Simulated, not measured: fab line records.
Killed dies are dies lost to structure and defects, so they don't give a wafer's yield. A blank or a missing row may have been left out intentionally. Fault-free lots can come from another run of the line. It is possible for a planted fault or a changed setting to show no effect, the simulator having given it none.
fab line records	flow berkeley_cmos170
record lots=7	wafers=21	last_day=12
route steps=331 shown PFIELD@83 FIELD@89 SACOX@97 SCREENOX@100 NVT@104 PVT@115
lots with no fault: from the same line, run without faults
start_h: hours from the record's opening day to when the first of the lot's shown wafers began	wait_h: how many hours have passed since the lot's step before this one	" unchanged from the row above	L1.1+2: a row that stands for several wafers	- either no value or no given start	* or withheld: withheld	< > ~ a bound
route shown NAME@n: a module of which the file shows steps, and the number in the route of the first	usual: average and standard deviation across the fault-free wafers	same: alike in all rows	chamber/n: place in a boat	sites: readings site by site	_std_site: how widely they spread, as a standard deviation	_edge_site: inner sites' mean taken away from outer sites' mean	radius_mm: how far each site lies from the wafer's centre	mask NAME#n: copy n	behind: the tool/chamber that last shaped the wafer	hold: cause of the lot's hold/its duration in hours/its outcome	device: the n, p or np transistor that did not switch	end of line: at the end of the route, the tests of the same wafers	a step without rows: its recipe alone	killed: dies lost to structure and defects at the first sort, not the wafer's yield	map: per-die view of a wafer (x killed, . not killed, _ where there is no die)
set.NAME: the run value of the setting; set.NAME@STEP: its run value at that earlier step	model.NAME: the simulator's own value behind a step, which no gauge read
lots at some steps of the route; a table a step, a row a wafer
services: when a tool's chamber went out of use (start_h, in hours from the record's first day, below 0 if earlier), for how many hours, and the reason
## steps
# step UCB170_PFIELD_PEB_04
# recipe peb_temp_c=130	peb_time_s=withheld	resist=KrF
# step UCB170_PFIELD_DEVELOP_05
# recipe developer=TMAH	develop_time_s=45	resist=KrF	dev_temp_c=21
# step UCB170_PFIELD_OVL_MEAS_06
# usual PFIELD_OVL=0/5
lot.wafer	tool	chamber	start_h	wait_h	PFIELD_OVL[nm]
L473.1	overlay-01	-	74.90	-	-1
L473.2	"	-	"	"	6
L473.3	"	-	"	"	1
L480.1	overlay-02	-	117.13	-	-2
L480.4	"	-	"	"	4
L480.6	"	-	"	"	-1
L481.1	overlay-02	-	121.71	-	1
L481.4	"	-	"	"	-1
L481.5	"	-	"	"	2
L482.2	overlay-01	-	130.08	-	7
L482.4	"	-	"	"	-2
L482.5	"	-	"	"	-5
L489.1	overlay-01	-	170.78	-	-7
L489.3	"	-	"	"	-3
L489.4	"	-	"	"	-11
L492.3	overlay-01	-	190.53	-	3
L492.4	"	-	"	"	0
L492.6	"	-	"	"	5
L495.2	overlay-02	-	195.77	-	0
L495.5	"	-	"	"	3
L495.6	"	-	"	"	-3
# step UCB170_PFIELD_IMPLANT_07
# recipe species=B	dose_cm2=2.018e+13	energy_kev=80	tilt_deg=7
# step UCB170_PFIELD_STRIP_08
# recipe chemistry=O2	power_w=400	pressure_mtorr=3500	platen_temp_c=withheld	o2_flow_sccm=400	overash_fraction=0.5
# usual drypump_motor_current_A=5.7/0.44	oes_product_au=0.734/0.0045	strip_time_to_endpoint_s=21.65/0.071
# same overash_fraction=0.5
lot.wafer	tool	chamber	start_h	wait_h	drypump_motor_current_A	oes_product_au	rf_hours_counter_h	strip_time_to_endpoint_s
L473.1	plasma_asher-01	0	75.08	0.1	5.2	0.738	37	21.64
L473.2	"	1	"	"	5.4	0.737	37	21.63
L473.3	"	1	"	"	5.5	0.729	-	21.69
L480.1	plasma_asher-03	0	117.31	0.1	6.0	0.744	42	21.64
L480.4	"	1	"	"	5.5	0.731	-	21.58
L480.6	"	1	"	"	5.5	0.727	-	21.61
L481.1	plasma_asher-03	0	121.90	0.1	6.0	0.729	43	21.59
L481.4	"	1	"	"	5.5	0.731	-	21.63
L481.5	"	0	"	"	6.0	0.731	-	21.70
L482.2	plasma_asher-01	1	130.26	0.1	5.5	0.733	44	21.65
L482.4	"	0	"	"	5.1	0.731	-	21.66
L482.5	"	0	"	"	5.1	0.729	-	21.64
L489.1	plasma_asher-03	0	170.96	0.1	6.1	0.734	47	21.77
L489.3	"	0	"	"	6.1	0.738	-	21.68
L489.4	"	1	"	"	5.5	0.728	-	21.80
L492.3	plasma_asher-03	0	190.74	0.1	6.0	0.731	-	21.73
L492.4	"	1	"	"	5.5	0.737	-	21.77
L492.6	"	0	"	"	6.0	0.738	-	21.73
L495.2	plasma_asher-01	0	195.95	0.1	5.2	0.734	51	21.52
L495.5	"	0	"	"	5.1	0.740	-	21.50
L495.6	"	1	"	"	5.5	0.732	-	21.58
# step UCB170_PFIELD_TW_MEAS_09
# usual PFIELD_TW=605/3
lot.wafer	tool	chamber	start_h	wait_h	PFIELD_TW
L473.1	film_metro-03	-	75.18	0.1	608
L473.2	"	-	"	"	607
L473.3	"	-	"	"	604
L480.1	film_metro-01	-	117.41	0.1	604
L480.4	"	-	"	"	602
L480.6	"	-	"	"	600
L481.1	film_metro-03	-	122.00	0.1	606
L481.4	"	-	"	"	602
L481.5	"	-	"	"	604
L482.2	film_metro-04	-	130.37	0.1	605
L482.4	"	-	"	"	609
L482.5	"	-	"	"	607
L489.1	film_metro-04	-	171.06	0.1	609
L489.3	"	-	"	"	606
L489.4	"	-	"	"	606
L492.3	film_metro-03	-	190.83	0.1	610
L492.4	"	-	"	"	606
L492.6	"	-	"	"	606
L495.2	film_metro-01	-	196.06	0.1	599
L495.5	"	-	"	"	600
L495.6	"	-	"	"	601
# step UCB170_FIELD_CLEAN_00
# recipe chemistry=dHF	dilution=25:1	time_s=7.5
# step UCB170_FIELD_OXIDATION_01
# recipe temp_c=1000	ambient=H2O	p_h2o_torr=584.62	target_thk_a=5583	ox_time_s=7200
# step UCB170_FIELD_THK_MEAS_02
# recipe reads=SiO2_of_FIELD_OXIDATION_01
# usual FIELD_OXIDE_THK=561/11
lot.wafer	tool	chamber	start_h	wait_h	FIELD_OXIDE_THK[nm]
L473.1	film_metro-04	-	81.61	0.0	578
L473.2	"	-	"	"	561
L473.3	"	-	"	"	572
L480.1	film_metro-02	-	122.03	0.0	576
L480.4	"	-	"	"	578
L480.6	"	-	"	"	582
L481.1	film_metro-03	-	131.22	0.0	555
L481.4	"	-	"	"	552
L481.5	"	-	"	"	558
L482.2	film_metro-03	-	135.48	0.0	552
L482.4	"	-	"	"	554
L482.5	"	-	"	"	552
L489.1	film_metro-03	-	177.97	0.0	550
L489.3	"	-	"	"	557
L489.4	"	-	"	"	564
L492.3	film_metro-04	-	197.32	0.0	560
L492.4	"	-	"	"	556
L492.6	"	-	"	"	554
L495.2	film_metro-04	-	201.56	0.0	557
L495.5	"	-	"	"	563
L495.6	"	-	"	"	571
# step UCB170_FIELD_ANNEAL_03
# recipe temp_c=1000	time_s=1200	ambient=N2
# step UCB170_FIELD_WET_ETCH_04
# recipe chemistry=dHF	dilution=10:1	target=SiO2	temp_c=25	time_s=60
# step UCB170_FIELD_WET_ETCH_05
# recipe chemistry=H3PO4	target=Si3N4	temp_c=160	time_s=12600
# step UCB170_FIELD_WET_ETCH_06
# recipe chemistry=BOE	dilution=5:1	target=SiO2	temp_c=25	time_s=22
# usual bath_heat_duty_pct=6.3/0.65	run_length_s=49.6/1
lot.wafer	tool	chamber	start_h	wait_h	bath_heat_duty_pct	run_length_s	model.SiO2_of_FIELD_OXIDATION_01.thk_nm	model.SiO2_of_ACTIVE_OXIDATION_02.thk_nm
L473.1	wet_bench-02	0	89.30	0.0	6.8	48.6	461.7	0
L473.2	"	0	"	"	6.6	48.6	444.8	0
L473.3	"	0	"	"	6.8	48.6	454.6	0
L480.1	wet_bench-01	3	133.10	0.0	-	-	507.9	20.92
L480.4	"	3	"	"	-	-	509.2	22.52
L480.6	"	3	"	"	-	-	514.1	22.24
L481.1	wet_bench-02	3	139.54	0.0	-	-	487.2	21.53
L481.4	"	3	"	"	-	-	483.5	20.82
L481.5	"	3	"	"	-	-	491.5	21.51
L482.2	wet_bench-01	0	143.35	0.0	-	-	486.5	21.67
L482.4	"	0	"	"	-	-	488.5	22.01
L482.5	"	0	"	"	-	-	485.1	21.79
L489.1	wet_bench-01	1	189.56	0.0	7.3	50.4	433.7	0
L489.3	"	1	"	"	5.9	50.4	439.2	0
L489.4	"	1	"	"	6.6	50.4	447	0
L492.3	wet_bench-01	3	206.44	0.0	6.6	49.2	442.5	0
L492.4	"	3	"	"	5.9	49.2	437.6	0
L492.6	"	3	"	"	6.3	49.2	437.1	0
L495.2	wet_bench-02	2	213.28	0.0	6.2	48.3	440.8	0
L495.5	"	2	"	"	6.9	48.3	447.1	0
L495.6	"	2	"	"	7.0	48.3	454.2	0
# step UCB170_FIELD_THK_MEAS_90
# recipe reads=SiO2_of_FIELD_OXIDATION_01
# usual FIELD_OXIDE_LEFT_1_THK=444/11
lot.wafer	tool	chamber	start_h	wait_h	FIELD_OXIDE_LEFT_1_THK[nm]
L473.1	film_metro-02	-	89.31	0.0	461
L473.2	"	-	"	"	445
L473.3	"	-	"	"	454
L480.1	film_metro-02	-	133.11	0.0	508
L480.4	"	-	"	"	509
L480.6	"	-	"	"	514
L481.1	film_metro-03	-	139.55	0.0	487
L481.4	"	-	"	"	483
L481.5	"	-	"	"	492
L482.2	film_metro-03	-	143.37	0.0	487
L482.4	"	-	"	"	488
L482.5	"	-	"	"	485
L489.1	film_metro-04	-	189.58	0.0	433
L489.3	"	-	"	"	439
L489.4	"	-	"	"	447
L492.3	film_metro-04	-	206.48	0.0	443
L492.4	"	-	"	"	438
L492.6	"	-	"	"	437
L495.2	film_metro-02	-	213.31	0.0	441
L495.5	"	-	"	"	447
L495.6	"	-	"	"	454
# step UCB170_SACOX_CLEAN_00
# recipe chemistry=dHF	dilution=25:1	time_s=7.5
# step UCB170_SACOX_OXIDATION_01
# recipe temp_c=900	ambient=O2	target_thk_a=144	ox_time_s=2400
# step UCB170_SCREENOX_WET_ETCH_00
# recipe chemistry=dHF	dilution=25:1	target=SiO2	temp_c=25	time_s=200
# step UCB170_SCREENOX_OXIDATION_01
# recipe temp_c=900	ambient=O2	target_thk_a=144	ox_time_s=2400
# step UCB170_SCREENOX_ANNEAL_03
# recipe temp_c=900	time_s=900	ambient=N2
# step UCB170_NVT_HMDS_00
# recipe prime_time_s=60	prime_temp_c=100
# step UCB170_NVT_COAT_01
# recipe resist=KrF	spin_rpm=1500	resist_thk_nm=900
# step UCB170_NVT_SOFTBAKE_02
# recipe resist=KrF	temp_c=130	time_s=60
# step UCB170_NVT_EXPOSE_03
# recipe mask_id=PWELL	target_cd_nm=3000	na=0.5	sigma_outer=0.6	source_shape=conventional	dose_mj=30
# step UCB170_NVT_PEB_04
# recipe peb_temp_c=130	peb_time_s=withheld	resist=KrF
# step UCB170_NVT_DEVELOP_05
# recipe developer=TMAH	develop_time_s=45	resist=KrF	dev_temp_c=21
# step UCB170_NVT_OVL_MEAS_06
# usual NVT_OVL=-3/5.6
lot.wafer	tool	chamber	start_h	wait_h	NVT_OVL[nm]
L473.1	overlay-01	-	99.55	-	-9
L473.2	"	-	"	"	7
L473.3	"	-	"	"	1
L480.1	overlay-01	-	149.21	-	-5
L480.4	"	-	"	"	-1
L480.6	"	-	"	"	4
L481.1	overlay-02	-	156.13	-	-3
L481.4	"	-	"	"	-1
L481.5	"	-	"	"	-7
L482.2	overlay-01	-	158.88	-	4
L482.4	"	-	"	"	6
L482.5	"	-	"	"	3
L489.1	overlay-02	-	201.27	-	-1
L489.3	"	-	"	"	7
L489.4	"	-	"	"	-1
L492.3	overlay-02	-	216.83	-	0
L492.4	"	-	"	"	0
L492.6	"	-	"	"	-1
L495.2	overlay-02	-	221.60	-	-5
L495.5	"	-	"	"	-13
L495.6	"	-	"	"	-2
# step UCB170_NVT_IMPLANT_07
# recipe species=BF2	dose_cm2=3e+12	energy_kev=50	tilt_deg=7
# step UCB170_NVT_STRIP_08
# recipe chemistry=O2	power_w=400	pressure_mtorr=3500	platen_temp_c=withheld	o2_flow_sccm=400	overash_fraction=0.5
# usual drypump_motor_current_A=5.8/0.5	oes_product_au=0.735/0.0049	strip_time_to_endpoint_s=21.64/0.069
# same overash_fraction=0.5
lot.wafer	tool	chamber	start_h	wait_h	drypump_motor_current_A	oes_product_au	rf_hours_counter_h	strip_time_to_endpoint_s
L473.1	plasma_asher-02	0	99.74	0.1	5.8	0.729	29	21.65
L473.2	"	1	"	"	6.5	0.733	29	21.58
L473.3	"	1	"	"	6.5	0.739	-	21.64
L480.1	plasma_asher-01	1	149.39	0.1	5.5	0.728	46	21.56
L480.4	"	0	"	"	5.1	0.736	-	21.65
L480.6	"	0	"	"	5.2	0.739	-	21.62
L481.1	plasma_asher-02	1	156.31	0.1	6.5	0.735	36	21.70
L481.4	"	0	"	"	5.8	0.736	-	21.72
L481.5	"	1	"	"	6.5	0.734	-	21.69
L482.2	plasma_asher-02	0	159.06	0.1	5.8	0.733	36	21.53
L482.4	"	0	"	"	5.8	0.737	-	21.62
L482.5	"	1	"	"	6.5	0.736	-	21.51
L489.1	plasma_asher-01	0	201.45	0.1	5.1	0.733	51	21.51
L489.3	"	1	"	"	5.5	0.731	-	21.56
L489.4	"	0	"	"	5.1	0.733	-	21.52
L492.3	plasma_asher-02	0	217.04	0.1	5.8	0.740	-	21.69
L492.4	"	1	"	"	6.5	0.737	-	21.66
L492.6	"	1	"	"	6.5	0.730	-	21.72
L495.2	plasma_asher-02	1	221.78	0.1	6.6	0.730	42	21.67
L495.5	"	1	"	"	6.5	0.733	-	21.65
L495.6	"	0	"	"	5.8	0.737	-	21.80
# step UCB170_NVT_TW_MEAS_09
# usual NVT_TW=526/3.4
lot.wafer	tool	chamber	start_h	wait_h	NVT_TW
L473.1	film_metro-03	-	99.84	0.1	525
L473.2	"	-	"	"	524
L473.3	"	-	"	"	523
L480.1	film_metro-01	-	149.49	0.1	523
L480.4	"	-	"	"	520
L480.6	"	-	"	"	519
L481.1	film_metro-04	-	156.44	0.1	526
L481.4	"	-	"	"	526
L481.5	"	-	"	"	526
L482.2	film_metro-04	-	159.17	0.1	527
L482.4	"	-	"	"	525
L482.5	"	-	"	"	526
L489.1	film_metro-01	-	201.55	0.1	526
L489.3	"	-	"	"	524
L489.4	"	-	"	"	524
L492.3	film_metro-03	-	217.12	0.1	529
L492.4	"	-	"	"	529
L492.6	"	-	"	"	530
L495.2	film_metro-01	-	221.89	0.1	521
L495.5	"	-	"	"	517
L495.6	"	-	"	"	522
# step UCB170_NVT_CLEAN_10
# recipe chemistry=SPM	temp_c=120	time_s=600
# step UCB170_PVT_HMDS_00
# recipe prime_time_s=60	prime_temp_c=100
# step UCB170_PVT_COAT_01
# recipe resist=KrF	spin_rpm=1512	resist_thk_nm=900
# step UCB170_PVT_SOFTBAKE_02
# recipe resist=KrF	temp_c=130	time_s=60
# step UCB170_PVT_EXPOSE_03
# recipe mask_id=NWELL	target_cd_nm=3000	na=0.5	sigma_outer=0.6	source_shape=conventional	dose_mj=30
# step UCB170_PVT_PEB_04
# recipe peb_temp_c=130	peb_time_s=withheld	resist=KrF
# step UCB170_PVT_DEVELOP_05
# recipe developer=TMAH	develop_time_s=45	resist=KrF	dev_temp_c=21
# step UCB170_PVT_OVL_MEAS_06
# usual PVT_OVL=-3/5.7
lot.wafer	tool	chamber	start_h	wait_h	PVT_OVL[nm]
L473.1	overlay-01	-	101.50	-	-14
L473.2	"	-	"	"	-9
L473.3	"	-	"	"	-3
L480.1	overlay-01	-	150.58	-	-6
L480.4	"	-	"	"	-3
L480.6	"	-	"	"	-9
L481.1	overlay-01	-	158.03	-	-2
L481.4	"	-	"	"	-4
L481.5	"	-	"	"	4
L482.2	overlay-01	-	160.66	-	-3
L482.4	"	-	"	"	-3
L482.5	"	-	"	"	-1
L489.1	overlay-02	-	202.63	-	1
L489.3	"	-	"	"	-10
L489.4	"	-	"	"	-9
L492.3	overlay-01	-	221.05	-	-1
L492.4	"	-	"	"	-11
L492.6	"	-	"	"	-9
L495.2	overlay-02	-	224.87	-	12
L495.5	"	-	"	"	5
L495.6	"	-	"	"	7
# step UCB170_PVT_IMPLANT_07
# recipe species=P	dose_cm2=1.968e+12	energy_kev=30	tilt_deg=7
# step UCB170_PVT_STRIP_08
# recipe chemistry=O2	power_w=400	pressure_mtorr=3500	platen_temp_c=withheld	o2_flow_sccm=400	overash_fraction=0.5
# usual drypump_motor_current_A=5.6/0.41	oes_product_au=0.734/0.0045	strip_time_to_endpoint_s=21.57/0.061
# same overash_fraction=0.5
lot.wafer	tool	chamber	start_h	wait_h	drypump_motor_current_A	oes_product_au	rf_hours_counter_h	strip_time_to_endpoint_s
L473.1	plasma_asher-01	0	101.68	0.1	5.2	0.727	41	21.63
L473.2	"	1	"	"	5.5	0.732	41	21.62
L473.3	"	0	"	"	5.1	0.743	-	21.58
L480.1	plasma_asher-01	0	150.77	0.1	5.1	0.735	46	21.60
L480.4	"	0	"	"	5.1	0.734	-	21.57
L480.6	"	1	"	"	5.5	0.736	-	21.53
L481.1	plasma_asher-04	0	158.21	0.1	6.3	0.727	4	21.56
L481.4	"	0	"	"	6.3	0.738	-	21.59
L481.5	"	1	"	"	5.3	0.731	-	21.55
L482.2	plasma_asher-04	1	160.84	0.1	5.3	0.732	4	21.52
L482.4	"	1	"	"	5.3	0.734	-	21.59
L482.5	"	1	"	"	5.3	0.738	-	21.54
L489.1	plasma_asher-04	1	202.82	0.1	5.3	0.730	9	21.65
L489.3	"	1	"	"	5.3	0.738	-	21.60
L489.4	"	0	"	"	6.3	0.730	-	21.65
L492.3	plasma_asher-03	1	221.26	0.1	5.5	0.726	-	21.57
L492.4	"	0	"	"	6.0	0.737	-	21.57
L492.6	"	0	"	"	6.0	0.735	-	21.54
L495.2	plasma_asher-03	1	225.05	0.1	5.5	0.731	53	21.55
L495.5	"	1	"	"	5.5	0.733	-	21.52
L495.6	"	0	"	"	6.0	0.739	-	21.63
# step UCB170_PVT_TW_MEAS_09
# usual PVT_TW=512/6.3
lot.wafer	tool	chamber	start_h	wait_h	PVT_TW
L473.1	film_metro-04	-	101.78	0.1	504
L473.2	"	-	"	"	506
L473.3	"	-	"	"	507
L480.1	film_metro-03	-	150.87	0.1	510
L480.4	"	-	"	"	509
L480.6	"	-	"	"	510
L481.1	film_metro-04	-	158.31	0.1	504
L481.4	"	-	"	"	507
L481.5	"	-	"	"	507
L482.2	film_metro-03	-	160.95	0.1	508
L482.4	"	-	"	"	509
L482.5	"	-	"	"	506
L489.1	film_metro-02	-	202.92	0.1	523
L489.3	"	-	"	"	526
L489.4	"	-	"	"	521
L492.3	film_metro-02	-	221.35	0.1	521
L492.4	"	-	"	"	523
L492.6	"	-	"	"	521
L495.2	film_metro-04	-	225.16	0.1	505
L495.5	"	-	"	"	506
L495.6	"	-	"	"	504
# step UCB170_FIELD_THK_MEAS_91
# recipe reads=SiO2_of_FIELD_OXIDATION_01
# usual FIELD_OXIDE_LEFT_2_THK=356/11
lot.wafer	tool	chamber	start_h	wait_h	FIELD_OXIDE_LEFT_2_THK[nm]
L473.1	film_metro-02	-	101.95	0.0	373
L473.2	"	-	"	"	356
L473.3	"	-	"	"	366
L480.1	film_metro-02	-	151.01	0.0	419
L480.4	"	-	"	"	421
L480.6	"	-	"	"	426
L481.1	film_metro-02	-	158.44	0.0	400
L481.4	"	-	"	"	396
L481.5	"	-	"	"	404
L482.2	film_metro-02	-	161.11	0.0	398
L482.4	"	-	"	"	400
L482.5	"	-	"	"	397
L489.1	film_metro-02	-	203.10	0.0	345
L489.3	"	-	"	"	350
L489.4	"	-	"	"	358
L492.3	film_metro-04	-	221.47	0.0	354
L492.4	"	-	"	"	350
L492.6	"	-	"	"	349
L495.2	film_metro-04	-	225.28	0.0	354
L495.5	"	-	"	"	360
L495.6	"	-	"	"	367
## services
tool	chamber	start_h	hours	kind
plasma_asher-04	-	108.75	9.0	pm
plasma_asher-04	0	108.75	9.0	vent_cycle
plasma_asher-04	1	108.75	9.0	vent_cycle
plasma_asher-04	0	117.75	-	clean
plasma_asher-04	1	117.75	-	clean
plasma_asher-02	-	206.09	1.5	repair
wet_bench-02	-	220.69	1.7	repair
## key
first_sign step=UCB170_FIELD_WET_ETCH_06	reading=tool_record	direction=missing
effect step=UCB170_FIELD_THK_MEAS_90	reading=FIELD_OXIDE_LEFT_1_THK	direction=up	sigmas=4.7	usual=444	struck=495
effect step=UCB170_FIELD_THK_MEAS_91	reading=FIELD_OXIDE_LEFT_2_THK	direction=up	sigmas=4.6	usual=356	struck=407
model_effect step=UCB170_FIELD_WET_ETCH_06	value=SiO2_of_FIELD_OXIDATION_01.thk_nm	without=444.8	struck=494.8
met_at UCB170_FIELD_WET_ETCH_06
struck_wafers L480.1,L480.4,L480.6,L481.1,L481.4,L481.5,L482.2,L482.4,L482.5
later_rows_left_out L480.1,L480.4,L480.6,L481.1,L481.4,L481.5,L482.2,L482.4,L482.5
sort_left_out L480.1,L480.4,L480.6,L481.1,L481.4,L481.5,L482.2,L482.4,L482.5
tester_left_out L480,L481,L482
onset_between 89.30 133.10
fault kind=skipped_step_whole	tool=wet_bench-01,wet_bench-02	chamber=-	onset_h=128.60	steps=UCB170_FIELD_WET_ETCH_06	scope=struck_lots_only
# tester_left_out: of these lots the tester's yield and bins aren't shown, on N5 and GAA mostly nor the transistor test; their killed dies are dies lost to structure and defects alone, not to doping, threshold or leakage, so they don't give the yield
# sort_left_out: the simulated sort isn't trusted on such a fault, so these wafers' sort isn't shown, and their yield isn't known
# later_rows_left_out: the simulator's readings of these wafers behind a module that went badly wrong aren't trusted and aren't shown, but for the sort
